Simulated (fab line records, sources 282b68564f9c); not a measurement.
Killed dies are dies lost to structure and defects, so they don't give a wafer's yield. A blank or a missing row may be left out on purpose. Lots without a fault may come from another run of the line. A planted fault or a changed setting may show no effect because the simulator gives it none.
Which tool did it? | flow rit_cmos | 14 lots, 42 wafers sampled, at 6 steps of a route of 202

WHAT THE GAUGES READ, wafer by wafer
RIT_PRETRO_TW_MEAS_10.
lot  | measured    | on            | PRETRO_TW
L950 | day 2 07:15 | film_metro-03 | 473 472 474
L951 | day 2 12:53 | film_metro-04 | 482 479 479
L953 | day 2 23:05 | film_metro-04 | 479 479 479
L955 | day 3 08:14 | film_metro-03 | 475 471 472
L956 | day 3 13:27 | film_metro-03 | 472 472 470
L958 | day 3 23:41 | film_metro-03 | 471 470 473
L959 | day 4 05:38 | film_metro-03 | 477 477 477
L960 | day 4 11:05 | film_metro-02 | 474 475 472
L962 | day 4 21:13 | film_metro-02 | 475 475 475
L963 | day 5 02:11 | film_metro-03 | 477 478 477
L967 | day 6 01:17 | film_metro-02 | 475 477 477
L968 | day 6 07:55 | film_metro-04 | 480 479 480
L969 | day 6 12:29 | film_metro-02 | 477 473 477
L971 | day 6 20:14 | film_metro-04 | 481 477 478

RIT_M1_RS_MEAS_01: measures by four-point-probe.
lot  | measured    | on            | M1_AL_RS (ohm/sq)
L950 | day 3 04:28 | film_metro-02 | 0.0725 0.0732 0.0733
L951 | day 3 09:50 | film_metro-01 | 0.0728 0.0738 0.0731
L953 | day 3 20:13 | film_metro-02 | 0.0730 0.0728 0.0729
L955 | day 4 05:23 | film_metro-02 | 0.0726 0.0729 0.0723
L956 | day 4 11:50 | film_metro-02 | 0.0726 0.0724 0.0726
L958 | day 4 22:20 | film_metro-02 | 0.0726 0.0722 0.0724
L959 | day 5 03:53 | film_metro-02 | 0.0735 0.0736 0.0733
L960 | day 5 09:19 | film_metro-02 | 0.0740 0.0739 0.0736
L962 | day 5 19:59 | film_metro-01 | 0.0766 0.0777 0.0766
L963 | day 6 04:09 | film_metro-02 | 0.0732 0.0738 0.0731
L967 | day 7 00:13 | film_metro-01 | 0.0759 0.0752 0.0753
L968 | day 7 10:48 | film_metro-04 | 0.0721 0.0725 0.0724
L969 | day 7 14:47 | film_metro-01 | 0.0716 0.0716 0.0724
L971 | day 7 21:26 | film_metro-01 | 0.0726 0.0730 0.0731

RIT_M1_THK_MEAS_02: measures by xrf.
lot  | measured    | on            | M1_AL_THK (nm)
L950 | day 3 04:34 | film_metro-02 | 407 402 402
L951 | day 3 09:56 | film_metro-01 | 406 399 404
L953 | day 3 20:20 | film_metro-02 | 404 403 403
L955 | day 4 05:30 | film_metro-02 | 405 407 406
L956 | day 4 11:58 | film_metro-02 | 407 406 407
L958 | day 4 22:28 | film_metro-02 | 404 408 406
L959 | day 5 04:01 | film_metro-02 | 401 401 403
L960 | day 5 09:26 | film_metro-02 | 395 400 399
L962 | day 5 20:05 | film_metro-01 | 385 381 386
L963 | day 6 04:16 | film_metro-02 | 403 400 401
L967 | day 7 00:19 | film_metro-01 | 388 390 391
L968 | day 7 10:55 | film_metro-04 | 407 403 403
L969 | day 7 14:54 | film_metro-01 | 410 411 403
L971 | day 7 21:33 | film_metro-01 | 406 402 402

WHICH TOOL RAN EACH LOT (tool, then ch and the chambers of the sampled wafers, then the start)
lot  | RIT_PRETRO_STRIP_09                 | RIT_NSD_STRIP_09                    | RIT_M1_SPUTTER_00
L950 | plasma_asher-02 ch 0,1, day 2 07:04 | plasma_asher-02 ch 0,1, day 2 22:18 | pvd_sputter-04, day 3 04:08
L951 | plasma_asher-03 ch 0,1, day 2 12:42 | plasma_asher-04 ch 0,1, day 3 04:11 | pvd_sputter-03, day 3 09:31
L953 | plasma_asher-04 ch 0,1, day 2 22:55 | plasma_asher-04 ch 0,1, day 3 14:15 | pvd_sputter-03, day 3 19:55
L955 | plasma_asher-04 ch 0,1, day 3 08:04 | plasma_asher-04 ch 0,1, day 3 23:38 | pvd_sputter-03, day 4 05:05
L956 | plasma_asher-03 ch 0,1, day 3 13:16 | plasma_asher-03 ch 0,1, day 4 06:02 | pvd_sputter-04, day 4 11:33
L958 | plasma_asher-03 ch 0,1, day 3 23:31 | plasma_asher-04 ch 0, day 4 16:40   | pvd_sputter-04, day 4 22:03
L959 | plasma_asher-04 ch 0,1, day 4 05:28 | plasma_asher-04 ch 0,1, day 4 22:00 | pvd_sputter-03, day 5 03:35
L960 | plasma_asher-03 ch 0,1, day 4 10:54 | plasma_asher-03 ch 1, day 5 03:08   | pvd_sputter-04, day 5 09:01
L962 | plasma_asher-04 ch 0,1, day 4 21:02 | plasma_asher-04 ch 0, day 5 13:33   | pvd_sputter-03, day 5 19:40
L963 | plasma_asher-04 ch 0,1, day 5 01:59 | plasma_asher-04 ch 0,1, day 5 22:14 | pvd_sputter-04, day 6 03:50
L967 | plasma_asher-02 ch 0,1, day 6 01:10 | plasma_asher-02 ch 0,1, day 6 18:37 | pvd_sputter-03, day 6 23:53
L968 | plasma_asher-03 ch 0,1, day 6 07:45 | plasma_asher-03 ch 0,1, day 7 04:57 | pvd_sputter-02, day 7 10:30
L969 | plasma_asher-03 ch 0,1, day 6 12:19 | plasma_asher-03 ch 1, day 7 08:34   | pvd_sputter-04, day 7 14:29
L971 | plasma_asher-03 ch 0,1, day 6 20:03 | plasma_asher-03 ch 0,1, day 7 15:48 | pvd_sputter-02, day 7 21:08
- RIT_PRETRO_STRIP_09: strips in O2, time 180 s.
- RIT_NSD_STRIP_09: strips in O2, time 180 s.
- RIT_M1_SPUTTER_00: material Al, target thk 400 nm, time 500 s.

WHAT THE TOOLS THEMSELVES READ (means of the sampled wafers that have a number; where no wafer has one, the mark that the record gives instead)
RIT_PRETRO_STRIP_09.
lot  | tool            | drypump_motor_current_A (A)
L950 | plasma_asher-02 | 5.2
L951 | plasma_asher-03 | 5.9
L953 | plasma_asher-04 | 5.0
L955 | plasma_asher-04 | 5.0
L956 | plasma_asher-03 | 5.9
L958 | plasma_asher-03 | 5.9
L959 | plasma_asher-04 | 5.0
L960 | plasma_asher-03 | 6.0
L962 | plasma_asher-04 | 5.0
L963 | plasma_asher-04 | 5.1
L967 | plasma_asher-02 | 5.4
L968 | plasma_asher-03 | 6.0
L969 | plasma_asher-03 | 6.0
L971 | plasma_asher-03 | 6.0

RIT_NSD_STRIP_09.
lot  | tool            | drypump_motor_current_A (A)
L950 | plasma_asher-02 | 5.4
L951 | plasma_asher-04 | 5.0
L953 | plasma_asher-04 | 5.0
L955 | plasma_asher-04 | 5.0
L956 | plasma_asher-03 | 5.9
L958 | plasma_asher-04 | 5.0
L959 | plasma_asher-04 | 5.0
L960 | plasma_asher-03 | 5.8
L962 | plasma_asher-04 | 5.1
L963 | plasma_asher-04 | 5.0
L967 | plasma_asher-02 | 5.2
L968 | plasma_asher-03 | 5.9
L969 | plasma_asher-03 | 5.7
L971 | plasma_asher-03 | 6.0

RIT_M1_SPUTTER_00.
lot  | tool           | cathode_dc_power_W (W) | throttle_valve_pct (%)
L950 | pvd_sputter-04 | 2000.1                 | 30.7
L951 | pvd_sputter-03 | 1999.8                 | 29.7
L953 | pvd_sputter-03 | 2000.2                 | 29.6
L955 | pvd_sputter-03 | 2000.3                 | 30.4
L956 | pvd_sputter-04 | 2000.1                 | 30.6
L958 | pvd_sputter-04 | 2000.0                 | 30.8
L959 | pvd_sputter-03 | 1999.8                 | 30.5
L960 | pvd_sputter-04 | 2000.1                 | 30.8
L962 | pvd_sputter-03 | 1921.7                 | 30.1
L963 | pvd_sputter-04 | 1999.8                 | 30.8
L967 | pvd_sputter-03 | 1921.7                 | 30.1
L968 | pvd_sputter-02 | 2000.2                 | 30.6
L969 | pvd_sputter-04 | 1999.7                 | 30.6
L971 | pvd_sputter-02 | 1999.7                 | 30.9

THE ANSWER, worked out from the rows above alone
Rule: what is usual is taken from the lots themselves. Put in order of their means at a reading, lots are off if they are a third of the lots or fewer, leave a main group of 4 or more, and stand apart from it by a gap of 3 or more times the standard deviation of the main group's means; of several such gaps the widest counts. A main group whose means are all the same, to the digits that the tables above print for the reading, isn't used. A lot without any number at a reading at which 4 lots or more have one is off too. The other lots that the step has rows for count as sound. The gauges are gone through in route order, then the tools' own readings, and for those a lot's mean is taken as printed above. The first step at which some lot is off is used, and at that step the reading that is off furthest; a lot without a number counts as furthest.
Off: L962, L967, at RIT_M1_RS_MEAS_01 (M1_AL_RS). The main group: mean 0.0729 ohm/sq, standard deviation 0.00053.
A tool fits if, at a process step before that reading, it ran every lot that is off, and no sound lot after the first of them. The gauges at RIT_M1_RS_MEAS_01 aren't tried: what is off there is off at RIT_M1_SPUTTER_00 too, on other tools, and a gauge's error can't cause that. One fits: pvd_sputter-03 at RIT_M1_SPUTTER_00. Its last sound lot is L959 (day 5 03:35), its first lot that is off L962 (day 5 19:40): a fault that began between those two fits.
The tool's own readings at RIT_M1_SPUTTER_00 bear it out: on the lots that are off they differ by more than 5 times the standard deviation of the sound lots' means. cathode_dc_power_W reads 1921.7 W there against 2000.0 W on the sound lots.

WHAT THE SIMULATOR HAD PUT IN
Process parameter drift: pvd_sputter-03, from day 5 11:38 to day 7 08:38, at RIT_M1_SPUTTER_00. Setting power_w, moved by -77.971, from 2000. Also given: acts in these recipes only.
Lots struck among those shown: L962, L967. The rule above found the same.
